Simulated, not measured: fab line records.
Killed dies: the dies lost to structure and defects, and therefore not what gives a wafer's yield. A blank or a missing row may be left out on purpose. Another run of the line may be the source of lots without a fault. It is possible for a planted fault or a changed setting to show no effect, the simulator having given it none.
Split-lot experiment | flow berkeley-cmos170 | on a route of 331 steps: 5 lots, 23 wafers read

ON THE SPLIT
At UCB170_V2_COAT_07 (resist thk 900 nm), the setting resist-thk-nm was moved away from the recipe's 900 nm on 10 of the 23 wafers read, by -5.1% to +6.0%. For the rest of the wafers, this setting stayed at what the recipe calls for.

No step appears in the file between the split and the reading.

THE READING
KrF_of_V2_COAT_07.thk-nm (the simulator's own value, which no gauge read), in nm, at UCB170_V2_ETCH_14 (etches SiO2 in CHF3/CF4/Ar, stops on Al, target depth 1250 nm, time 291 s). The file does not state a usual value for it. Average 607.7 nm, standard deviation 9.2 nm, over the 13 wafers here run with the recipe.

wafer  | tool, chamber at the split | resist-thk-nm as run, nm | against the recipe | KrF_of_V2_COAT_07.thk-nm, nm | against lot-mates on the recipe
L076.1 | litho-track-02, 0          | 860                      | -4.4%              | 574.7                        | -38.8
L076.2 | litho-track-02, 0          | 900                      | recipe             | 627.6                        | -
L076.3 | litho-track-02, 0          | 900                      | recipe             | 604.5                        | -
L076.4 | litho-track-02, 0          | 900                      | recipe             | 608.3                        | -
L076.6 | litho-track-02, 0          | 860                      | -4.4%              | 577                          | -36.5
L077.1 | litho-track-01, 0          | 900                      | recipe             | 606.1                        | -
L077.2 | litho-track-01, 0          | 900                      | recipe             | 605.1                        | -
L077.3 | litho-track-01, 0          | 853.9                    | -5.1%              | 553.1                        | -57.2
L077.4 | litho-track-01, 0          | 853.9                    | -5.1%              | 571.7                        | -38.6
L077.6 | litho-track-01, 0          | 900                      | recipe             | 619.6                        | -
L079.1 | litho-track-02, 0          | 950.5                    | +5.6%              | 664.9                        | +55.8
L079.2 | litho-track-02, 0          | 900                      | recipe             | 611.9                        | -
L079.4 | litho-track-02, 0          | 950.5                    | +5.6%              | 666.9                        | +57.8
L079.5 | litho-track-02, 0          | 900                      | recipe             | 606.3                        | -
L079.6 | litho-track-02, 0          | 950.5                    | +5.6%              | 653.6                        | +44.5
L081.1 | litho-track-01, 0          | 953.7                    | +6.0%              | 667.1                        | +74.7
L081.2 | litho-track-01, 0          | 953.7                    | +6.0%              | 655.6                        | +63.2
L081.4 | litho-track-01, 0          | 900                      | recipe             | 591.1                        | -
L081.5 | litho-track-01, 0          | 900                      | recipe             | 593.7                        | -
L081.6 | litho-track-01, 0          | 953.7                    | +6.0%              | 656.4                        | +64.0
L083.1 | litho-track-02, 0          | 900                      | recipe             | 611.5                        | -
L083.5 | litho-track-02, 0          | 900                      | recipe             | 611.5                        | -
L083.6 | litho-track-02, 0          | 900                      | recipe             | 603.2                        | -

THE FIT
A straight line over all 23 wafers: KrF_of_V2_COAT_07.thk-nm changes by +8.76 nm for each +1% of resist-thk-nm; r = +0.97; the points scatter about the line by 8.7 nm.
The same after taking each lot's own level away (the mean of its wafers on the recipe; 23 wafers): +9.86 nm for each +1%; r = +0.98; scatter 7.4 nm.
On that fit, the largest move of resist-thk-nm shifts the reading by 59 nm.
The span of the lots' own levels, 592.40 to 613.47 nm, comes to 2.3 times the standard deviation stated above.
Thus the slope moves with the lot-to-lot level: the two fits are different.
Check: for one of the wafers moved furthest among these (+6.0%), held out of the fit, the line's prediction against its lot-mates is +58 nm. It came out at +74.7 nm against them.

OTHER SPLITS APPLIED TO THESE WAFERS
Note: prior to the reading, these wafers also went through further splits. Each is held against what the fit with the lots' levels taken away leaves over:
other split on the same wafers | wafers away from the commonest value | r with KrF_of_V2_COAT_07.thk-nm (lot level and that fit taken away)
UCB170_V1_EXPOSE_09 dose-mj    | 7                                    | +0.36
UCB170_M2_SPUTTER_01 power-w   | 7                                    | +0.24
UCB170_M2_EXPOSE_12 dose-mj    | 9                                    | -0.13

THE WHOLE CHAIN: every reading that the file lists as answering this split, in the file's order
step               | what it does                                                              | reading                                                                   | change (the file's fit)              | r (the file's)
UCB170_V2_COAT_07  | resist thk 900 nm                                                         | KrF_of_V2_COAT_07.thk-nm (the simulator's own value, which no gauge read) | +8.99 nm for each +1% of the setting | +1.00
UCB170_V2_ETCH_14  | etches SiO2 in CHF3/CF4/Ar, stops on Al, target depth 1250 nm, time 291 s | KrF_of_V2_COAT_07.thk-nm (the simulator's own value, which no gauge read) | +9.81 nm for each +1% of the setting | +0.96
UCB170_V2_STRIP_15 | strips in O2                                                              | strip-time-to-endpoint-s                                                  | withheld for each +1% of the setting | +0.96

THE FILE'S OWN FIT
KrF_of_V2_COAT_07.thk-nm changes by +9.81 nm for each +1% of resist-thk-nm, r = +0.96.
